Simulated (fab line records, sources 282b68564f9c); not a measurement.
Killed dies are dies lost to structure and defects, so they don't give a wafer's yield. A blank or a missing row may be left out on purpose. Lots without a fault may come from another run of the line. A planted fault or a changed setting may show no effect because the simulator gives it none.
fab line records | flow rit_cmos
record lots=6 wafers=18 last_day=7
route steps=202 shown CONTACT@168 M1@202
lots that met no fault: from a run of the same line without faults
start_h: hours from the record's first day to the start of the lot's first wafer shown | wait_h: hours since the lot's step before | " the same as in the row above | L1.1+2: a row that stands for several wafers | - no value, or no start given | * or withheld: withheld | < > ~ a bound
route shown NAME@n: a module of which the file shows steps, and the number in the route of the first | usual: mean/standard deviation of fault-free wafers | same: alike in all rows | chamber/n: place in a boat | sites: the reading at each site | _std_site: their standard deviation | _edge_site: outer sites' mean less inner sites' | radius_mm: how far each site lies from the wafer's centre | mask NAME#n: copy n | behind: the tool/chamber that last shaped the wafer | hold: why the lot was held/for how many hours/how that ended | device: the transistor (n, p or np) that didn't switch | end of line: the same wafers' tests at the end of the route | a step without rows: its recipe alone | killed: dies lost to structure and defects at the first sort, not the wafer's yield | map: a wafer's dies, x killed, . not, _ none there
set.NAME: the setting as run; set.NAME@STEP: as run at that earlier step | model.NAME: the simulator's own value behind a step, which no gauge read
lots at some steps of the route; a table a step, a row a wafer
services: from which hour (start_h, from the record's first day; less than 0 if before it) a tool's chamber was out of use, for how many hours, and why
## steps
# step RIT_CONTACT_CVD_00
# recipe material=SiO2 target_thk_nm=400 precursor=TEOS temp_c=390 time_s=61 rf_w=400
# usual heater_power_w=325/47
# columns lot.wafer tool chamber start_h wait_h heater_power_w
L549.3 pecvd-03 1 109.75 0.0 270
L549.4 " 2 " " 293
L549.6 " 0 " " 353
L554.3 pecvd-02 2 136.00 0.0 341
L554.5 " 2 " " 356
L554.6 " 1 " " 372
L556.2 pecvd-04 1 144.81 0.0 314
L556.4 " 1 " " 330
L556.6 " 0 " " 374
L557.2 pecvd-02 2 150.23 0.0 356
L557.3 " 0 " " 276
L557.6 " 0 " " 294
L558.2 pecvd-03 0 156.00 0.0 350
L558.3 " 2 " " 306
L558.6 " 0 " " 366
L559.2 pecvd-04 2 160.11 0.0 406
L559.4 " 1 " " 298
L559.5 " 2 " " 423
# step RIT_CONTACT_THK_MEAS_01
# recipe reads=SiO2_of_CONTACT_CVD_00
# usual CONTACT_TEOS_THK=398/6.4
# columns lot.wafer tool chamber start_h wait_h CONTACT_TEOS_THK[nm]
L549.3 film_metro-03 - 109.83 0.0 400
L549.4 " - " " 404
L549.6 " - " " 411
L554.3 film_metro-01 - 136.07 0.0 390
L554.5 " - " " 392
L554.6 " - " " 396
L556.2 film_metro-01 - 144.87 0.0 397
L556.4 " - " " 398
L556.6 " - " " 404
L557.2 film_metro-04 - 150.29 0.0 388
L557.3 " - " " 384
L557.6 " - " " 390
L558.2 film_metro-03 - 156.06 0.0 405
L558.3 " - " " 401
L558.6 " - " " 409
L559.2 film_metro-01 - 160.17 0.0 382
L559.4 " - " " 404
L559.5 " - " " 391
# step RIT_CONTACT_HMDS_02
# recipe prime_time_s=60 prime_temp_c=140
# step RIT_CONTACT_COAT_03
# recipe resist=NOVOLAK spin_rpm=3250 resist_thk_nm=1000
# step RIT_CONTACT_SOFTBAKE_04
# recipe resist=NOVOLAK temp_c=90 time_s=60
# step RIT_CONTACT_EXPOSE_05
# recipe mask_id=M11 na=0.6 source_shape=conventional sigma_outer=0.5 target_cd_nm=1000 dose_mj=250
# step RIT_CONTACT_PEB_06
# recipe resist=NOVOLAK temp_c=withheld time_s=withheld
# step RIT_CONTACT_DEVELOP_07
# recipe resist=NOVOLAK develop_time_s=120 dev_temp_c=23
# step RIT_CONTACT_CD_MEAS_08
# recipe target_cd_nm=1000
# usual cd_nm=999.9/2.7
# columns lot.wafer tool chamber start_h wait_h cd_nm
L549.3 cd_sem-01 - 111.11 - 996.9
L549.4 " - " " 998.8
L549.6 " - " " 999.5
L554.3 cd_sem-02 - 137.16 - 1000.3
L554.5 " - " " 1002.3
L554.6 " - " " 1002.5
L556.2 cd_sem-01 - 146.03 - 1001.8
L556.4 " - " " 1002.1
L556.6 " - " " 1001.1
L557.2 cd_sem-01 - 151.33 - 1002.6
L557.3 " - " " 1000.8
L557.6 " - " " 1001.9
L558.2 cd_sem-01 - 157.22 - 997.8
L558.3 " - " " 997.1
L558.6 " - " " 998.5
L559.2 cd_sem-01 - 161.25 - 1002.7
L559.4 " - " " 1003.3
L559.5 " - " " 1002.9
# step RIT_CONTACT_OVL_MEAS_09
# usual CONTACT_OVL=-0.9/1.2
# columns lot.wafer tool chamber start_h wait_h CONTACT_OVL[nm]
L549.3 overlay-01 - 111.20 0.1 0.3
L549.4 " - " " -0.6
L549.6 " - " " -0.4
L554.3 overlay-01 - 137.25 0.1 0.8
L554.5 " - " " 0.9
L554.6 " - " " 0.0
L556.2 overlay-01 - 146.14 0.1 1.8
L556.4 " - " " 1.6
L556.6 " - " " 2.0
L557.2 overlay-02 - 151.43 0.1 -0.2
L557.3 " - " " -0.8
L557.6 " - " " -0.4
L558.2 overlay-01 - 157.33 0.1 -1.0
L558.3 " - " " -2.2
L558.6 " - " " -0.6
L559.2 overlay-02 - 161.35 0.1 -1.7
L559.4 " - " " -0.4
L559.5 " - " " -2.1
# step RIT_CONTACT_HARDBAKE_10
# recipe resist=NOVOLAK temp_c=140 time_s=60
# step RIT_CONTACT_ETCH_11
# recipe target_depth_a=4800 over_etch_frac=0.2 stop_on=TiSi2 chemistry=CHF3/CF4/Ar target=SiO2 CHF3_flow_sccm=50 cf4_flow_sccm=10 Ar_flow_sccm=100 O2_flow_sccm=5 pressure_mtorr=100 rf_w=200 time_s=320
# usual drypump_motor_current_A=5.9/0.42 oes_product_au=0.988/0.014 throttle_valve_pct=8.73/0.097
# columns lot.wafer tool chamber start_h wait_h drypump_motor_current_A oes_product_au rf_hours_counter_h throttle_valve_pct
L549.3 rie_diel-03 0 111.38 0.1 5.7 0.993 141 8.80
L549.4 " 2 " " 6.7 0.978 - 8.77
L549.6 " 0 " " 5.7 1.003 - 8.81
L554.3 rie_diel-01 3 137.43 0.1 6.4 0.972 66 8.76
L554.5 " 0 " " 5.7 1.004 - 8.53
L554.6 " 3 " " 6.4 0.971 - 8.75
L556.2 rie_diel-03 1 146.54 0.1 5.4 0.993 1 8.67
L556.4 " 0 " " 5.7 0.998 142 8.80
L556.6 " 3 " " 5.7 0.977 - 8.74
L557.2 rie_diel-01 1 151.61 0.1 5.6 0.974 145 8.75
L557.3 " 0 " " 5.8 1.000 116 8.52
L557.6 " 2 " " 5.4 0.998 - 8.77
L558.2 rie_diel-02 3 157.51 0.1 5.5 1.011 99 8.93
L558.3 " 1 " " 5.8 0.996 55 8.61
L558.6 " 3 " " 5.5 1.014 - 8.92
L559.2 rie_diel-01 2 161.53 0.1 5.4 0.998 6 8.78
L559.4 " 0 " " 5.7 0.996 116 8.54
L559.5 " 1 " " 5.7 0.976 - 8.74
# step RIT_CONTACT_STRIP_12
# recipe chemistry=O2 time_s=180 resist=NOVOLAK platen_temp_c=withheld power_w=500 pressure_mtorr=4000 o2_flow_sccm=4000
# usual drypump_motor_current_A=5.9/0.39 run_length_s=208.3/0.41
# columns lot.wafer tool chamber start_h wait_h drypump_motor_current_A rf_hours_counter_h run_length_s
L549.3 plasma_asher-03 0 111.63 0.2 6.3 - 208.4
L549.4 " 1 " " 5.6 - 208.6
L549.6 " 0 " " 6.3 - 208.4
L554.3 plasma_asher-04 0 137.68 0.2 6.2 - 207.8
L554.5 " 0 " " 6.2 - 207.9
L554.6 " 1 " " 6.1 - 208.0
L556.2 plasma_asher-03 1 146.73 0.1 5.6 39 202.0
L556.4 " 0 " " 6.3 - 208.7
L556.6 " 0 " " 6.3 - 208.4
L557.2 plasma_asher-03 1 151.81 0.1 5.5 39 202.0
L557.3 " 1 " " 5.5 - 202.5
L557.6 " 0 " " 6.3 - 208.7
L558.2 plasma_asher-04 1 157.70 0.1 6.1 56 208.5
L558.3 " 1 " " 6.1 - 208.2
L558.6 " 0 " " 6.3 - 207.6
L559.2 plasma_asher-02 1 161.73 0.1 5.5 5 209.0
L559.4 " 0 " " 5.2 - 208.0
L559.5 " 1 " " 5.5 - 208.8
# step RIT_CONTACT_CD_MEAS_90
# recipe target_cd_nm=1000
# usual cd_nm=999.8/2.7
# columns lot.wafer tool chamber start_h wait_h cd_nm
L549.3 cd_sem-01 - 111.79 0.1 997.2
L549.4 " - " " 998.2
L549.6 " - " " 1000.2
L554.3 cd_sem-01 - 137.84 0.1 1000.0
L554.5 " - " " 1001.7
L554.6 " - " " 1002.5
L556.2 cd_sem-01 - 146.93 0.1 1002.2
L556.4 " - " " 1002.7
L556.6 " - " " 1001.5
L557.2 cd_sem-02 - 152.00 0.1 1002.6
L557.3 " - " " 1000.3
L557.6 " - " " 1002.7
L558.2 cd_sem-02 - 157.90 0.1 997.7
L558.3 " - " " 997.3
L558.6 " - " " 997.9
L559.2 cd_sem-02 - 161.92 0.1 1003.2
L559.4 " - " " 1003.3
L559.5 " - " " 1002.0
# step RIT_M1_PROBE_99
# usual killed_at_contacts=0.1/0.23 killed_at_front_end=7/3.1 killed_dies=7/3.1 killed_open=3.4/2.1 killed_short=3.5/2
# same gross_dies=264 killed_at_M0_to_M3=0 killed_at_M4_up=0 killed_at_back_side=0 killed_at_other=0
# columns lot.wafer tool chamber start_h wait_h killed_at_contacts killed_at_front_end killed_dies killed_open killed_short
L549.3 prober-02 - 116.36 0.2 0 7 7 1 6
L549.4 prober-02 - 116.41 0.2 0 12 12 6 6
L549.6 prober-02 - 116.51 0.2 0 8 8 7 1
L554.3 prober-02 - 142.41 0.2 0 12 12 10 2
L554.5 prober-02 - 142.51 0.2 0 11 11 5 6
L554.6 prober-02 - 142.56 0.2 0 7 7 1 6
L556.2 prober-02 - 151.46 0.1 0 4 4 1 3
L556.4 prober-02 - 151.56 0.2 0 5 5 3 2
L556.6 prober-02 - 151.66 0.2 0 8 8 3 5
L557.2 prober-01 - 156.51 0.1 0 8 8 4 4
L557.3 prober-01 - 156.56 0.2 0 6 6 4 2
L557.6 prober-01 - 156.71 0.2 0 3 3 2 1
L558.2 prober-02 - 162.41 0.1 0 5 5 3 2
L558.3 prober-02 - 162.46 0.2 1 7 8 5 3
L558.6 prober-02 - 162.61 0.2 0 11 11 5 6
L559.2 prober-01 - 166.58 0.1 0 4 4 2 2
L559.4 prober-01 - 166.68 0.2 0 6 6 4 2
L559.5 prober-01 - 166.73 0.2 0 10 10 5 5
# killed by level:class
L549.3 GATE:geometric_particle:short=2 SPACER:geometric_particle:short=2 GATE:geometric_particle:open=1 REOX:geometric_particle:short=1 SILICIDE:geometric_particle:short=1
L549.4 GATE:geometric_particle:open=4 GATE:geometric_particle:short=2 FOX1:geometric_particle:short=1 FOX1:geometric_particle:open=1 FOX2:geometric_particle:open=1 FOX2:geometric_particle:short=1 REOX:geometric_particle:short=1 SPACER:geometric_particle:short=1
L549.6 GATE:geometric_particle:open=3 SPACER:geometric_particle:open=2 FOX1:geometric_particle:open=1 GATE:geometric_particle:short=1 SILICIDE:geometric_particle:open=1
L554.3 GATE:geometric_particle:open=4 FOX1:geometric_particle:open=3 SPACER:geometric_particle:open=2 GATE:geometric_particle:short=2 REOX:geometric_particle:open=1
L554.5 GATE:geometric_particle:short=4 SPACER:geometric_particle:open=3 GATE:geometric_particle:open=2 FOX2:geometric_particle:short=1 SPACER:geometric_particle:short=1
L554.6 SPACER:geometric_particle:short=2 FOX1:geometric_particle:short=1 FOX2:geometric_particle:short=1 GATE:geometric_particle:short=1 REOX:geometric_particle:open=1 REOX:geometric_particle:short=1
L556.2 FOX1:geometric_particle:short=1 REOX:geometric_particle:short=1 SPACER:geometric_particle:open=1 SPACER:geometric_particle:short=1
L556.4 FOX1:geometric_particle:open=2 FOX1:geometric_particle:short=2 SILICIDE:geometric_particle:open=1
L556.6 GATE:geometric_particle:short=3 GATE:geometric_particle:open=2 FOX1:geometric_particle:short=1 SPACER:geometric_particle:open=1 SPACER:geometric_particle:short=1
L557.2 GATE:geometric_particle:open=4 GATE:geometric_particle:short=3 REOX:geometric_particle:short=1
L557.3 GATE:geometric_particle:open=3 FOX1:geometric_particle:short=1 FOX2:geometric_particle:open=1 GATE:geometric_particle:short=1
L557.6 GATE:geometric_particle:open=2 GATE:geometric_particle:short=1
L558.2 GATE:geometric_particle:open=2 GATE:geometric_particle:short=1 SPACER:geometric_particle:open=1 SILICIDE:geometric_particle:short=1
L558.3 SPACER:geometric_particle:short=2 GATE:geometric_particle:short=1 GATE:geometric_particle:open=1 REOX:geometric_particle:open=1 SPACER:geometric_particle:open=1 SILICIDE:geometric_particle:open=1 CONTACT:geometric_particle:open=1
L558.6 GATE:geometric_particle:short=6 GATE:geometric_particle:open=3 SPACER:geometric_particle:open=2
L559.2 GATE:geometric_particle:short=1 REOX:geometric_particle:open=1 SPACER:geometric_particle:open=1 SILICIDE:geometric_particle:short=1
L559.4 GATE:geometric_particle:open=2 GATE:geometric_particle:short=1 REOX:geometric_particle:short=1 REOX:geometric_particle:open=1 SPACER:geometric_particle:open=1
L559.5 FOX1:geometric_particle:short=2 SPACER:geometric_particle:open=2 ACTIVE:geometric_particle:short=1 FOX1:geometric_particle:open=1 REOX:geometric_particle:open=1 SPACER:geometric_particle:short=1 SILICIDE:geometric_particle:open=1 SILICIDE:geometric_particle:short=1
## services
# columns tool chamber start_h hours kind
plasma_asher-03 - 93.85 2.8 pm
rie_diel-03 1 99.89 - clean
rie_diel-03 1 99.89 15.5 scheduled_down
rie_diel-03 1 99.89 15.5 vent_cycle
rie_diel-03 - 106.14 1.3 repair
plasma_asher-02 - 108.75 9.0 pm
plasma_asher-02 0 108.75 9.0 vent_cycle
plasma_asher-02 1 108.75 9.0 vent_cycle
pecvd-03 0 112.44 3.9 repair
plasma_asher-02 0 117.75 - clean
plasma_asher-02 1 117.75 - clean
rie_diel-03 - 124.90 0.2 repair
pecvd-04 1 131.31 4.6 repair
rie_diel-01 2 137.30 2.8 repair
plasma_asher-04 - 143.73 0.8 repair
rie_diel-02 0 144.55 7.6 repair
rie_diel-02 2 157.11 - clean
rie_diel-02 2 157.11 11.8 scheduled_down
rie_diel-02 2 157.11 11.8 vent_cycle
## key
first_sign step=RIT_CONTACT_STRIP_12 reading=run_length_s direction=down sigmas=15 usual=* struck=*
effect none on later readings
met_at RIT_CONTACT_STRIP_12
struck_wafers L556.2,L557.2,L557.3
tester_left_out L556,L557
onset_between 111.63 146.73
fault kind=process_parameter_drift tool=plasma_asher-03 chamber=1 onset_h=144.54 steps=RIT_CONTACT_STRIP_12 channel=time_s offset=* shape=step end_h=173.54 acts_in=* stated=*
# tester_left_out: of these lots the tester's yield and bins aren't shown, on N5 and GAA mostly nor the transistor test; their killed dies are dies lost to structure and defects alone, not to doping, threshold or leakage, so they don't give the yield
